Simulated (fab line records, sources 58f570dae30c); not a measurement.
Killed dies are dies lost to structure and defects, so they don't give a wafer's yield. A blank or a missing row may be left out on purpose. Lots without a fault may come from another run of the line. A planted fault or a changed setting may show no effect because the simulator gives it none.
fab line records | flow berkeley_cmos170
record lots=24 wafers=72 last_day=11
route steps=331 shown SPACER@172 PSD@184 NSD@194 CONTACT@234 V1@257 V2@296
lots that met no fault: from a run of the same line without faults
start_h: hours from the record's first day to the start of the lot's first wafer shown | wait_h: hours since the lot's step before | " the same as in the row above | L1.1+2: a row that stands for several wafers | - no value, or no start given | * or withheld: withheld | < > ~ a bound
route shown NAME@n: a module of which the file shows steps, and the number in the route of the first | usual: mean/standard deviation of fault-free wafers | same: alike in all rows | chamber/n: place in a boat | sites: the reading at each site | _std_site: their standard deviation | _edge_site: outer sites' mean less inner sites' | radius_mm: how far each site lies from the wafer's centre | mask NAME#n: copy n | behind: the tool/chamber that last shaped the wafer | hold: why the lot was held/for how many hours/how that ended | device: the transistor (n, p or np) that didn't switch | end of line: the same wafers' tests at the end of the route | a step without rows: its recipe alone | killed: dies lost to structure and defects at the first sort, not the wafer's yield | map: a wafer's dies, x killed, . not, _ none there
set.NAME: the setting as run; set.NAME@STEP: as run at that earlier step | model.NAME: the simulator's own value behind a step, which no gauge read
steps of the route over a sample of lots; a table a step, a row a wafer
services: from which hour (start_h, from the record's first day; less than 0 if before it) a tool's chamber was out of use, for how many hours, and why
## steps
# step UCB170_SPACER_THK_MEAS_01
# recipe reads=SiO2_of_SPACER_CVD_00
# usual SPACER_TEOS_THK=376/4.7
# columns lot.wafer tool chamber start_h wait_h SPACER_TEOS_THK[nm]
L074.1 film_metro-02 - 135.37 0.0 378
L074.3 " - " " 375
L074.5 " - " " 378
L075.1 film_metro-03 - 135.37 0.0 370
L075.4 " - " " 377
L075.5 " - " " 375
L076.2 film_metro-03 - 144.81 0.0 370
L076.5 " - " " 374
L076.6 " - " " 375
L078.3 film_metro-03 - 156.91 0.0 377
L078.5 " - " " 378
L078.6 " - " " 378
L077.1 film_metro-01 - 157.17 0.0 371
L077.4 " - " " 372
L077.5 " - " " 374
L079.1 film_metro-02 - 163.69 0.0 370
L079.2 " - " " 376
L079.3 " - " " 371
L081.2 film_metro-02 - 173.73 0.0 377
L081.3 " - " " 379
L081.5 " - " " 388
L080.1 film_metro-01 - 174.43 0.0 375
L080.2 " - " " 371
L080.4 " - " " 383
L084.1 film_metro-02 - 177.01 0.0 369
L084.3 " - " " 363
L084.6 " - " " 375
L083.1 film_metro-01 - 177.46 0.0 374
L083.5 " - " " 377
L083.6 " - " " 384
L082.2 film_metro-02 - 178.04 0.0 371
L082.3 " - " " 370
L082.5 " - " " 375
L085.1 film_metro-02 - 192.60 0.0 376
L085.3 " - " " 372
L085.4 " - " " 386
L086.2 film_metro-01 - 192.88 0.0 369
L086.5 " - " " 376
L086.6 " - " " 369
L088.1 film_metro-02 - 198.86 0.0 370
L088.4 " - " " 375
L088.5 " - " " 375
L087.1 film_metro-03 - 199.31 0.0 372
L087.4 " - " " 376
L087.5 " - " " 380
L089.1 film_metro-01 - 211.51 0.0 367
L089.2 " - " " 371
L089.3 " - " " 382
L090.1 film_metro-03 - 212.50 0.0 379
L090.2 " - " " 376
L090.6 " - " " 383
L092.1 film_metro-03 - 218.75 0.1 374
L092.4 " - " " 381
L092.5 " - " " 381
L091.2 film_metro-02 - 218.81 0.1 371
L091.4 " - " " 379
L091.6 " - " " 380
L095.1 film_metro-03 - 235.73 0.0 373
L095.3 " - " " 372
L095.5 " - " " 381
L096.1 film_metro-03 - 236.00 0.0 375
L096.4 " - " " 375
L096.6 " - " " 380
L097.2 film_metro-02 - 236.29 0.0 377
L097.3 " - " " 372
L097.4 " - " " 379
L094.1 film_metro-02 - 236.69 0.0 374
L094.2 " - " " 368
L094.4 " - " " 372
L093.2 film_metro-01 - 237.12 0.0 370
L093.3 " - " " 376
L093.6 " - " " 381
# step UCB170_PSD_STRIP_09
# recipe chemistry=O2 power_w=400 pressure_mtorr=3500 platen_temp_c=withheld o2_flow_sccm=400 overash_fraction=0.5
# usual drypump_motor_current_A=6.04/0.19 oes_product_au=0.600/0.0046 strip_time_to_endpoint_s=29.38/0.091
# same overash_fraction=0.5
# columns lot.wafer tool chamber start_h wait_h drypump_motor_current_A oes_product_au rf_hours_counter_h strip_time_to_endpoint_s
L075.1 plasma_asher-02 0 141.60 0.1 6.15 0.598 42 29.32
L075.4 " 1 " " 5.76 0.610 - 29.34
L075.5 " 1 " " 5.77 0.599 - 29.32
L074.1 plasma_asher-03 0 141.87 0.1 6.22 0.606 3 29.37
L074.3 " 1 " " 6.04 0.598 - 29.38
L074.5 " 0 " " 6.21 0.598 - 29.31
L076.2 plasma_asher-01 1 152.21 0.1 5.76 0.605 46 29.35
L076.5 " 1 " " 5.80 0.603 - 29.29
L076.6 " 0 " " 6.33 0.604 - 29.31
L078.3 plasma_asher-03 1 161.69 0.1 6.05 0.604 - 29.48
L078.5 " 0 " " 6.25 0.597 - 29.42
L078.6 " 1 " " 6.06 0.600 - 29.48
L077.1 plasma_asher-02 0 161.83 0.1 6.13 0.593 44 29.42
L077.4 " 0 " " 6.14 0.607 - 29.38
L077.5 " 1 " " 5.74 0.599 - 29.45
L079.1 plasma_asher-01 0 168.27 0.1 6.28 0.600 48 29.42
L079.2 " 1 " " 5.79 0.598 48 29.48
L079.3 " 0 " " 6.26 0.602 - 29.43
L080.1 plasma_asher-03 0 179.96 0.1 6.24 0.602 7 29.49
L080.2 " 1 " " 6.06 0.596 7 29.51
L080.4 " 0 " " 6.22 0.602 - 29.48
L081.2 plasma_asher-02 0 180.05 0.1 6.10 0.595 46 29.41
L081.3 " 0 " " 6.11 0.597 - 29.31
L081.5 " 0 " " 6.08 0.598 - 29.39
L083.1 plasma_asher-02 0 183.34 0.1 6.11 0.591 47 29.37
L083.5 " 1 " " 5.76 0.604 - 29.37
L083.6 " 0 " " 6.12 0.598 - 29.39
L084.1 plasma_asher-03 0 183.38 0.1 6.23 0.593 7 29.55
L084.3 " 1 " " 6.04 0.596 - 29.49
L084.6 " 1 " " 6.04 0.602 - 29.51
L082.2 plasma_asher-01 1 183.54 0.1 5.77 0.602 50 29.30
L082.3 " 1 " " 5.80 0.605 - 29.34
L082.5 " 0 " " 6.29 0.595 - 29.40
L085.1 plasma_asher-02 0 200.13 0.1 6.17 0.600 49 29.28
L085.3 " 1 " " 5.77 0.597 - 29.23
L085.4 " 0 " " 6.13 0.600 - 29.21
L086.2 plasma_asher-03 1 200.37 0.1 6.05 0.593 9 29.40
L086.5 " 1 " " 6.03 0.603 - 29.42
L086.6 " 0 " " 6.25 0.598 - 29.40
L088.1 plasma_asher-02 1 204.88 0.1 5.75 0.609 49 29.25
L088.4 " 1 " " 5.77 0.609 - 29.30
L088.5 " 0 " " 6.13 0.598 - 29.20
L087.1 plasma_asher-03 0 204.92 0.1 6.24 0.602 9 29.35
L087.4 " 1 " " 6.06 0.601 - 29.35
L087.5 " 1 " " 6.05 0.609 - 29.41
L089.1 plasma_asher-02 1 218.77 0.1 5.77 0.604 51 29.56
L089.2 " 0 " " 6.14 0.596 51 29.50
L089.3 " 1 " " 5.77 0.610 - 29.43
L090.1 plasma_asher-03 0 218.94 0.1 6.25 0.597 11 29.39
L090.2 " 1 " " 6.04 0.596 11 29.48
L090.6 " 0 " " 6.22 0.609 - 29.44
L092.1 plasma_asher-02 0 222.66 0.1 6.15 0.599 52 29.40
L092.4 " 0 " " 6.13 0.600 - 29.41
L092.5 " 1 " " 5.76 0.598 - 29.49
L091.2 plasma_asher-01 0 222.90 0.1 6.29 0.597 54 29.36
L091.4 " 1 " " 5.78 0.606 - 29.36
L091.6 " 0 " " 6.30 0.604 - 29.41
L096.1 plasma_asher-01 0 241.25 0.1 6.25 0.607 56 29.44
L096.4 " 0 " " 6.27 0.607 - 29.46
L096.6 " 1 " " 5.78 0.603 - 29.48
L094.1 plasma_asher-02 1 241.32 0.1 5.75 0.601 54 29.46
L094.2 " 0 " " 6.12 0.599 54 29.40
L094.4 " 1 " " 5.75 0.601 - 29.44
L097.2 plasma_asher-03 0 241.37 0.1 6.23 0.604 14 29.33
L097.3 " 0 " " 6.18 0.593 - 29.36
L097.4 " 1 " " 6.05 0.600 - 29.34
L095.1 plasma_asher-02 0 241.63 0.1 6.12 0.598 54 29.17
L095.3 " 0 " " 6.11 0.601 - 29.20
L095.5 " 0 " " 6.13 0.602 - 29.20
L093.2 plasma_asher-03 0 241.87 0.1 6.23 0.592 14 29.28
L093.3 " 0 " " 6.22 0.596 - 29.31
L093.6 " 0 " " 6.24 0.595 - 29.34
# step UCB170_NSD_OVL_MEAS_07
# usual NSD_OVL=-3/6.1
# columns lot.wafer tool chamber start_h wait_h NSD_OVL[nm]
L075.1 overlay-02 - 143.05 0.1 2
L075.4 " - " " 3
L075.5 " - " " 5
L074.1 overlay-01 - 143.53 0.1 -5
L074.3 " - " " 2
L074.5 " - " " -1
L076.2 overlay-01 - 154.52 0.1 -7
L076.5 " - " " -2
L076.6 " - " " -10
L077.1 overlay-01 - 164.27 0.1 -7
L077.4 " - " " -9
L077.5 " - " " -10
L078.3 overlay-02 - 164.39 0.1 -8
L078.5 " - " " 3
L078.6 " - " " -2
L079.1 overlay-02 - 171.34 0.1 1
L079.2 " - " " 6
L079.3 " - " " 2
L080.1 overlay-01 - 181.38 0.1 2
L080.2 " - " " 7
L080.4 " - " " 6
L081.2 overlay-02 - 182.02 0.1 3
L081.3 " - " " 0
L081.5 " - " " 2
L083.1 overlay-02 - 185.55 0.1 -3
L083.5 " - " " 4
L083.6 " - " " 1
L084.1 overlay-02 - 185.82 0.1 2
L084.3 " - " " 4
L084.6 " - " " 4
L082.2 overlay-01 - 185.90 0.1 -7
L082.3 " - " " -5
L082.5 " - " " -4
L085.1 overlay-01 - 201.56 0.1 -4
L085.3 " - " " 1
L085.4 " - " " -3
L086.2 overlay-02 - 201.84 0.1 -7
L086.5 " - " " -10
L086.6 " - " " -9
L088.1 overlay-02 - 207.35 0.1 -8
L088.4 " - " " -8
L088.5 " - " " -13
L087.1 overlay-01 - 207.47 0.1 8
L087.4 " - " " -5
L087.5 " - " " 2
L089.1 overlay-02 - 220.07 0.1 -1
L089.2 " - " " 1
L089.3 " - " " 0
L090.1 overlay-01 - 220.43 0.1 -12
L090.2 " - " " -9
L090.6 " - " " -9
L092.1 overlay-02 - 224.40 0.1 -2
L092.4 " - " " 5
L092.5 " - " " -2
L091.2 overlay-01 - 224.66 0.1 -2
L091.4 " - " " -4
L091.6 " - " " -3
L096.1 overlay-01 - 242.71 0.1 3
L096.4 " - " " -1
L096.6 " - " " -5
L094.1 overlay-01 - 243.35 0.1 -15
L094.2 " - " " -17
L094.4 " - " " -22
L097.2 overlay-02 - 243.47 0.1 -5
L097.3 " - " " -1
L097.4 " - " " -9
L093.2 overlay-02 - 243.78 0.1 -1
L093.3 " - " " -6
L093.6 " - " " -3
L095.1 overlay-02 - 244.16 0.1 -11
L095.3 " - " " -10
L095.5 " - " " -11
# step UCB170_CONTACT_ETCH_18
# recipe chemistry=CHF3/CF4/Ar target=PSG stop_on=TiSi2 CHF3_flow_sccm=45 cf4_flow_sccm=15 Ar_flow_sccm=150 pressure_mtorr=200 rf_w=700 target_depth_a=8400 over_etch_frac=0.2 time_s=195
# usual drypump_motor_current_A=5.82/0.28 oes_product_au=0.895/0.015 throttle_valve_pct=6.88/0.12
# columns lot.wafer tool chamber start_h wait_h drypump_motor_current_A oes_product_au rf_hours_counter_h throttle_valve_pct
L075.1 rie_diel-03 1 - - 6.18 0.883 105 6.75
L075.4 " 3 " " 6.15 0.892 35 6.84
L075.5 " 2 " " 6.00 0.904 - 6.91
L074.1 rie_diel-03 2 - - 5.97 0.909 100 6.91
L074.3 " 1 " " 6.17 0.884 106 6.75
L074.5 " 2 " " 5.97 0.907 - 6.92
L076.2 rie_diel-01 3 - - 6.11 0.900 3 7.18
L076.5 " 3 " " 6.11 0.891 - 7.15
L076.6 " 0 " " 5.26 0.888 - 7.08
L077.1 rie_diel-02 0 - - 6.07 0.908 44 6.92
L077.4 " 1 " " 5.72 0.876 11 6.79
L077.5 " 2 " " 5.75 0.866 - 6.90
L078.3 rie_diel-01 3 - - 6.09 0.911 3 7.17
L078.5 " 1 " " 5.54 0.899 - 6.85
L078.6 " 3 " " 6.07 0.902 - 7.16
L079.1 rie_diel-02 3 - - 5.56 0.889 69 6.84
L079.2 " 2 " " 5.77 0.870 20 6.87
L079.3 " 0 " " 6.07 0.916 45 6.90
L080.1 rie_diel-02 0 - - 6.06 0.903 45 6.92
L080.2 " 2 " " 5.76 0.872 21 6.90
L080.4 " 3 " " 5.57 0.887 70 6.86
L081.2 rie_diel-03 2 - - 5.98 0.900 102 6.90
L081.3 " 0 " " 5.58 0.887 92 6.82
L081.5 " 2 " " 5.98 0.901 - 6.92
L083.1 rie_diel-02 2 - - 5.78 0.875 21 6.89
L083.5 " 1 " " 5.68 0.878 - 6.80
L083.6 " 0 " " 6.06 0.914 - 6.91
L084.1 rie_diel-03 3 - - 6.13 0.904 37 6.84
L084.3 " 1 " " 6.19 0.881 107 6.76
L084.6 " 0 " " 5.59 0.892 - 6.83
L082.2 rie_diel-02 2 - - 5.78 0.891 21 6.89
L082.3 " 0 " " 6.07 0.929 45 6.91
L082.5 " 1 " " 5.69 0.889 - 6.78
L086.2 rie_diel-01 3 - - 6.11 0.916 5 7.16
L086.5 " 3 " " 6.08 0.911 - 7.17
L086.6 " 0 " " 5.28 0.895 - 7.07
L085.1 rie_diel-01 0 - - 5.24 0.899 57 7.07
L085.3 " 1 " " 5.52 0.899 14 6.84
L085.4 " 3 " " 6.09 0.909 6 7.16
L087.1 rie_diel-02 0 - - 6.09 0.929 46 6.91
L087.4 " 2 " " 5.76 0.873 22 6.89
L087.5 " 2 " " 5.77 0.872 - 6.87
L088.1 rie_diel-03 3 - - 6.16 0.896 38 6.86
L088.4 " 3 " " 6.13 0.899 - 6.86
L088.5 " 1 " " 6.19 0.882 - 6.73
L089.1 rie_diel-03 3 - - 6.20 0.900 38 6.86
L089.2 " 2 " " 5.97 0.917 104 6.93
L089.3 " 1 " " 6.18 0.884 109 6.74
L090.1 rie_diel-02 3 - - 5.57 0.905 72 6.86
L090.2 " 0 " " 6.06 0.913 47 6.91
L090.6 " 1 " " 5.69 0.878 - 6.81
L092.1 rie_diel-01 1 - - 5.53 0.893 14 6.85
L092.4 " 3 " " 6.10 0.922 6 7.17
L092.5 " 3 " " 6.11 0.915 - 7.17
L091.2 rie_diel-02 0 - - 6.07 0.912 47 6.92
L091.4 " 3 " " 5.56 0.904 72 6.85
L091.6 " 0 " " 6.05 0.912 - 6.91
L096.1 rie_diel-03 0 - - 5.60 0.898 95 6.81
L096.4 " 2 " " 5.98 0.901 105 6.93
L096.6 " 1 " " 6.17 0.896 - 6.75
L094.1 rie_diel-02 0 - - 6.04 0.916 48 6.91
L094.2 " 1 " " 5.69 0.877 15 6.79
L094.4 " 3 " " 5.54 0.900 73 6.84
L097.2 rie_diel-03 1 - - 6.19 0.894 111 6.76
L097.3 " 2 " " 5.96 0.895 105 6.93
L097.4 " 3 " " 6.19 0.892 40 6.84
L095.1 rie_diel-02 2 - - 5.75 0.873 24 6.90
L095.3 " 1 " " 5.68 0.870 15 6.80
L095.5 " 3 " " 5.58 0.901 - 6.85
L093.2 rie_diel-01 0 - - 5.27 0.894 59 7.07
L093.3 " 2 " " 5.83 0.910 2 6.67
L093.6 " 1 " " 5.55 0.914 - 6.84
# step UCB170_V1_BOW_MEAS_03
# recipe mode=bow
# usual V1_BOW=18/7.4
# columns lot.wafer tool chamber start_h wait_h V1_BOW[um]
L075.1 film_metro-03 - 157.55 0.2 22
L075.4 " - " " 8
L075.5 " - " " 24
L074.1 film_metro-02 - 157.59 0.1 18
L074.3 " - " " 12
L074.5 " - " " 14
L076.2 film_metro-01 - 168.98 0.3 19
L076.5 " - " " 5
L076.6 " - " " 11
L077.1 film_metro-03 - 177.63 0.1 32
L077.4 " - " " 17
L077.5 " - " " 25
L078.3 film_metro-02 - 177.67 0.3 9
L078.5 " - " " 9
L078.6 " - " " 16
L079.1 film_metro-03 - 185.66 0.2 20
L079.2 " - " " 25
L079.3 " - " " 26
L080.1 film_metro-02 - 200.63 0.2 9
L080.2 " - " " 17
L080.4 " - " " 13
L081.2 film_metro-01 - 200.65 0.1 15
L081.3 " - " " 19
L081.5 " - " " 7
L083.1 film_metro-03 - 200.93 0.2 10
L083.5 " - " " 13
L083.6 " - " " 16
L082.2 film_metro-01 - 200.95 0.3 17
L082.3 " - " " 13
L082.5 " - " " 24
L084.1 film_metro-02 - 201.23 0.2 22
L084.3 " - " " 30
L084.6 " - " " 14
L088.1 film_metro-03 - 222.41 0.1 9
L088.4 " - " " 19
L088.5 " - " " 4
L086.2 film_metro-01 - 222.43 0.2 10
L086.5 " - " " 21
L086.6 " - " " 21
L085.1 film_metro-01 - 224.54 0.1 9
L085.3 " - " " 12
L085.4 " - " " 19
L087.1 film_metro-03 - 224.54 0.2 35
L087.4 " - " " 19
L087.5 " - " " 16
L089.1 film_metro-03 - 232.64 0.1 10
L089.2 " - " " 20
L089.3 " - " " 31
L090.1 film_metro-03 - 238.22 0.1 26
L090.2 " - " " 20
L090.6 " - " " 7
L091.2 film_metro-02 - 238.54 0.2 7
L091.4 " - " " 19
L091.6 " - " " 18
L092.1 film_metro-03 - 238.82 0.2 18
L092.4 " - " " 6
L092.5 " - " " 29
L094.1 film_metro-02 - 257.11 0.2 21
L094.2 " - " " 30
L094.4 " - " " 21
L096.1 film_metro-01 - 257.11 0.2 19
L096.4 " - " " 32
L096.6 " - " " 23
L093.2 film_metro-01 - 257.43 0.1 28
L093.3 " - " " 14
L093.6 " - " " 6
L097.2 film_metro-02 - 257.43 0.1 34
L097.3 " - " " 25
L097.4 " - " " 11
L095.1 film_metro-01 - 257.71 0.1 19
L095.3 " - " " 11
L095.5 " - " " 20
# step UCB170_V2_THK_MEAS_04
# recipe reads=SiO2_of_V2_CVD_00
# usual V2_POLISHED_THK=999.7/1.2
# columns lot.wafer tool chamber start_h wait_h V2_POLISHED_THK[nm]
L075.1 film_metro-02 - 165.76 0.1 999.4
L075.4 " - " " 998.4
L075.5 " - " " 999.1
L074.1 film_metro-04 - 166.06 0.1 1001.1
L074.3 " - " " 1000.8
L074.5 " - " " 1002.1
L076.2 film_metro-04 - 175.97 0.1 1000.3
L076.5 " - " " 999.1
L076.6 " - " " 998.3
L077.1 film_metro-02 - 183.20 0.1 1001.0
L077.4 " - " " 999.1
L077.5 " - " " 1000.3
L078.3 film_metro-03 - 183.70 0.1 999.7
L078.5 " - " " 999.7
L078.6 " - " " 1000.4
L079.1 film_metro-03 - 192.25 0.1 1000.9
L079.2 " - " " 999.3
L079.3 " - " " 998.3
L080.1 film_metro-03 - 208.47 0.1 998.8
L080.2 " - " " 997.1
L080.4 " - " " 997.2
L081.2 film_metro-04 - 208.67 0.1 999.4
L081.3 " - " " 1000.1
L081.5 " - " " 999.4
L083.1 film_metro-02 - 208.91 0.1 1000.8
L083.5 " - " " 999.7
L083.6 " - " " 1000.8
L082.2 film_metro-04 - 208.97 0.1 1000.9
L082.3 " - " " 999.7
L082.5 " - " " 1000.7
L084.1 film_metro-03 - 209.21 0.1 999.7
L084.3 " - " " 998.9
L084.6 " - " " 999.2
L088.1 film_metro-04 - 228.14 0.1 1000.2
L088.4 " - " " 998.2
L088.5 " - " " 1000.6
L086.2 film_metro-03 - 228.20 0.1 1000.6
L086.5 " - " " 999.3
L086.6 " - " " 999.9
L085.1 film_metro-02 - 231.25 0.1 1000.9
L085.3 " - " " 1000.1
L085.4 " - " " 1000.0
L087.1 film_metro-03 - 232.13 0.1 998.1
L087.4 " - " " 999.7
L087.5 " - " " 999.6
L089.1 film_metro-02 - 239.72 0.1 1000.5
L089.2 " - " " 998.0
L089.3 " - " " 999.9
L090.1 film_metro-04 - 244.47 0.1 997.9
L090.2 " - " " 997.3
L090.6 " - " " 999.1
L091.2 film_metro-03 - 244.75 0.1 1000.1
L091.4 " - " " 999.5
L091.6 " - " " 1000.2
L092.1 film_metro-03 - 245.46 0.1 1000.3
L092.4 " - " " 1001.6
L092.5 " - " " 998.6
L097.2 film_metro-02 - 263.76 0.1 998.5
L097.3 " - " " 999.5
L097.4 " - " " 998.9
L095.1 film_metro-04 - 264.33 0.1 1000.5
L095.3 " - " " 999.0
L095.5 " - " " 999.8
L094.1 film_metro-04 - 264.69 0.1 999.4
L094.2 " - " " 999.2
L094.4 " - " " 998.2
L093.2 film_metro-02 - 264.82 0.1 1001.5
L093.3 " - " " 1001.2
L093.6 " - " " 999.2
L096.1 film_metro-03 - 265.00 0.1 998.0
L096.4 " - " " 999.1
L096.6 " - " " 999.6
## services
# columns tool chamber start_h hours kind
plasma_asher-03 0 117.75 - clean
plasma_asher-03 1 117.75 - clean
rie_diel-02 0 121.29 13.2 repair
rie_diel-03 2 141.53 1.6 repair
rie_diel-01 2 160.21 - clean
rie_diel-01 2 160.21 18.3 scheduled_down
rie_diel-01 2 160.21 18.3 vent_cycle
rie_diel-03 1 179.32 9.4 repair
rie_diel-02 0 180.42 9.3 repair
rie_diel-02 0 202.64 1.3 repair
rie_diel-03 0 216.14 1.8 repair
rie_diel-01 - 216.77 14.6 pm
rie_diel-01 2 232.90 12.3 repair
rie_diel-02 2 233.91 2.1 repair
rie_diel-02 1 235.18 3.6 repair
plasma_asher-01 - 235.89 4.4 repair
rie_diel-02 - 238.27 0.1 repair
## key
fault none
